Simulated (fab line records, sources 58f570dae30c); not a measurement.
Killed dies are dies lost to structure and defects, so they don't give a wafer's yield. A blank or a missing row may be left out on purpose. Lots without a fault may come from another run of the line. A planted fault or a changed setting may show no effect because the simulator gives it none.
Which tool did it? | flow berkeley_cmos170 | 6 lots, 18 wafers sampled, at 1 step of a route of 331

WHAT THE GAUGES READ, wafer by wafer
UCB170_START_THK_MEAS_03.
lot  | measured    | on            | START_OXIDE_THK (nm)
L773 | day 1 20:43 | film_metro-03 | 19.8 19.9 19.8
L775 | day 2 07:04 | film_metro-04 | 19.8 19.6 19.7
L783 | day 3 23:52 | film_metro-04 | 19.9 19.4 19.8
L785 | day 4 06:58 | film_metro-01 | 19.8 20.0 20.1
L787 | day 4 19:25 | film_metro-03 | 19.4 19.5 19.4
L789 | day 5 00:52 | film_metro-04 | 19.6 19.3 19.3

WHICH TOOL RAN EACH LOT (tool, then ch and the chambers of the sampled wafers, then the start)
The record holds no process step before these readings.

THE ANSWER, worked out from the rows above alone
Rule: what is usual is taken from the lots themselves. Put in order of their means at a reading, lots are off if they are a third of the lots or fewer, leave a main group of 4 or more, and stand apart from it by a gap of 3 or more times the standard deviation of the main group's means; of several such gaps the widest counts. A main group whose means are all the same, to the digits that the tables above print for the reading, isn't used. A lot without any number at a reading at which 4 lots or more have one is off too. The other lots that the step has rows for count as sound.
No lot is off at any reading shown: from this, nothing can be told.

WHAT THE SIMULATOR HAD PUT IN
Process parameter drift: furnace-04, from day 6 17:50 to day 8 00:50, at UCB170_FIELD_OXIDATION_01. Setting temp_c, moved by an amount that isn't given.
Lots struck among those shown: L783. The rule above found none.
